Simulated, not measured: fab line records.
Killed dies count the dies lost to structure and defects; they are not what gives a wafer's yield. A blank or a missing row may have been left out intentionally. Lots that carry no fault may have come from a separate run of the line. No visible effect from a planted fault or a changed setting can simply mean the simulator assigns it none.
What tool caused it? | flow rit_cmos | Sampling: 14 lots, 42 wafers, 3 of 202 route steps

== WHAT THE GAUGES READ, wafer by wafer ==
RIT_NWELL_OVL_MEAS_06.
lot  | measured    | on         | NWELL_OVL (nm)
L350 | day 2 01:34 | overlay-01 | 1.5 1.5 1.5
L351 | day 2 07:25 | overlay-02 | 0.6 -0.2 -1.3
L353 | day 2 17:49 | overlay-02 | 2.0 0.7 0.3
L354 | day 2 22:08 | overlay-01 | 1.5 1.1 1.5
L355 | day 3 02:32 | overlay-01 | 2.6 3.8 1.4
L357 | day 3 12:30 | overlay-01 | 0.4 -0.7 0.5
L358 | day 3 18:19 | overlay-01 | -0.2 -1.6 -2.2
L360 | day 4 03:32 | overlay-01 | 1.0 2.9 1.2
L361 | day 4 08:26 | overlay-01 | 3.3 1.9 3.5
L365 | day 5 04:16 | overlay-01 | -1.1 0.2 0.2
L366 | day 5 09:32 | overlay-02 | -0.3 0.6 0.5
L367 | day 5 14:52 | overlay-02 | 1.3 -0.7 1.1
L370 | day 6 05:21 | overlay-02 | -0.2 -1.0 -0.5
L371 | day 6 10:54 | overlay-01 | -0.7 0.8 1.0

RIT_M1_THK_MEAS_02: measures by xrf.
lot  | measured    | on            | M1_AL_THK (nm)
L350 | day 3 11:36 | film_metro-04 | 407 410 405
L351 | day 3 18:16 | film_metro-02 | 396 400 397
L353 | day 4 03:22 | film_metro-02 | 401 398 400
L354 | day 4 07:05 | film_metro-04 | 412 410 414
L355 | day 4 11:14 | film_metro-04 | 413 411 411
L357 | day 4 22:05 | film_metro-04 | 405 402 409
L358 | day 5 03:29 | film_metro-03 | 407 403 409
L360 | day 5 13:19 | film_metro-02 | 400 392 393
L361 | day 5 16:39 | film_metro-03 | 404 406 402
L365 | day 6 12:50 | film_metro-04 | 406 409 404
L366 | day 6 18:43 | film_metro-04 | 413 407 402
L367 | day 6 23:26 | film_metro-04 | 398 402 396
L370 | day 7 14:46 | film_metro-03 | 399 398 395
L371 | day 7 18:48 | film_metro-03 | 398 401 397

RIT_M1_OVL_MEAS_10.
lot  | measured    | on         | M1_OVL (nm)
L350 | day 3 12:44 | overlay-01 | -0.5 -1.5 1.3
L351 | day 3 19:28 | overlay-01 | -0.4 -0.7 -0.4
L353 | day 4 04:25 | overlay-02 | 0.2 -2.1 -1.6
L354 | day 4 08:17 | overlay-02 | -0.2 -0.3 -0.3
L355 | day 4 12:25 | overlay-02 | -0.1 0.6 -0.5
L357 | day 4 23:08 | overlay-01 | -1.2 0.2 0.1
L358 | day 5 04:41 | overlay-02 | -0.7 0.8 -0.8
L360 | day 5 14:23 | overlay-02 | 0.8 -0.4 0.5
L361 | day 5 17:43 | overlay-01 | 0.1 1.4 1.5
L365 | day 6 13:53 | overlay-01 | -0.4 -0.9 0.8
L366 | day 6 19:46 | overlay-02 | 2.4 1.6 2.2
L367 | day 7 00:30 | overlay-02 | 2.9 1.8 2.2
L370 | day 7 15:49 | overlay-02 | -0.1 0.6 -0.6
L371 | day 7 19:59 | overlay-02 | 0.2 0.0 -0.1

== WHAT TOOL EACH LOT RAN ON (gives the tool, then ch and the chambers of the sampled wafers, and finally the start) ==
No process step before these readings appears in the record.

== AS READ BY THE TOOLS THEMSELVES (means over the sampled wafers that have a number; for cases with no such wafer, the mark the record gives instead) ==
The record holds no such reading with a usual standard deviation.

== THE ANSWER, worked out from the rows above alone ==
Rule: the lots themselves supply what counts as usual. The widest of any qualifying gaps counts: lots, ordered by their means at a reading, are off when they make up no more than a third of the lots, leave a main group of 4 or more, and stand apart from it by 3 or more times the standard deviation of that group's means. A main group is skipped when, at the precision printed for the reading in the tables above, its means are all equal. Also off: a lot with no number at a reading for which 4 or more lots have one. Any other lot the step has rows for is counted as sound. First the gauges in route order, then the tools' own readings, where a lot's mean is used as printed above. The first step at which some lot is off is used, and at that step the reading that is off furthest; a lot without a number counts as furthest.
Across all readings shown, no lot is off: no conclusion can be drawn from this.

== WHAT THE SIMULATOR PUT IN ==
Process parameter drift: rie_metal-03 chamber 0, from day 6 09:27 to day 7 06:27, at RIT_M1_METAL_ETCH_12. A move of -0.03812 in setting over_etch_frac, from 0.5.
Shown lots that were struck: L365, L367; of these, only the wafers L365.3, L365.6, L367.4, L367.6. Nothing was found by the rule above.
